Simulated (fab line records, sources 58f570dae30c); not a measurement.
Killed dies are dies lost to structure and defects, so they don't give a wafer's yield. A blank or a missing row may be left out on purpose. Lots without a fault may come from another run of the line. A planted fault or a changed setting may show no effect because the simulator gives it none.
Which tool did it? | flow berkeley_cmos170 | 7 lots, 21 wafers sampled, at 2 steps of a route of 331

WHAT THE GAUGES READ, wafer by wafer
UCB170_NLDD_TW_MEAS_11.
lot  | measured     | on            | NLDD_TW
L701 | day 7 15:29  | film_metro-04 | 2214 2227 2215
L702 | day 9 02:56  | film_metro-03 | 2225 2216 2217
L706 | day 9 08:16  | film_metro-03 | 2234 2233 2228
L708 | day 9 19:24  | film_metro-04 | 2211 2226 2220
L709 | day 10 10:28 | film_metro-04 | 2209 2194 2202
L714 | day 11 12:54 | film_metro-03 | 2099 2093 2096
L720 | day 12 09:31 | film_metro-03 | 2224 2237 2223

WHICH TOOL RAN EACH LOT (tool, then ch and the chambers of the sampled wafers, then the start)
lot  | UCB170_NLDD_IMPLANT_08
L701 | implanter-04 ch 0, day 7 15:06
L702 | implanter-04 ch 0, day 9 02:33
L706 | implanter-01 ch 0, day 9 07:52
L708 | implanter-01 ch 0, day 9 19:00
L709 | implanter-02 ch 0, day 10 10:04
L714 | implanter-01 ch 0, day 11 12:30
L720 | implanter-02 ch 0, day 12 09:08
- UCB170_NLDD_IMPLANT_08

THE ANSWER, worked out from the rows above alone
Rule: what is usual is taken from the lots themselves. Put in order of their means at a reading, lots are off if they are a third of the lots or fewer, leave a main group of 4 or more, and stand apart from it by a gap of 3 or more times the standard deviation of the main group's means; of several such gaps the widest counts. A main group whose means are all the same, to the digits that the tables above print for the reading, isn't used. A lot without any number at a reading at which 4 lots or more have one is off too. The other lots that the step has rows for count as sound.
Off: L714, at UCB170_NLDD_TW_MEAS_11 (NLDD_TW). The main group: mean 2220, standard deviation 9.5.
A tool fits if, at a process step before that reading, it ran every lot that is off, and no sound lot after the first of them. The gauges at UCB170_NLDD_TW_MEAS_11 are tried like those tools. One fits: implanter-01 at UCB170_NLDD_IMPLANT_08. Its last sound lot is L708 (day 9 19:00), its first lot that is off L714 (day 11 12:30): a fault that began between those two fits.

WHAT THE SIMULATOR HAD PUT IN
Process parameter drift: implanter-01, from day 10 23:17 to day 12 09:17, at UCB170_NLDD_IMPLANT_08. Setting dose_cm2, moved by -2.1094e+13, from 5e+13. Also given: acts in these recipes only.
Lots struck among those shown: L714. The rule above found the same.
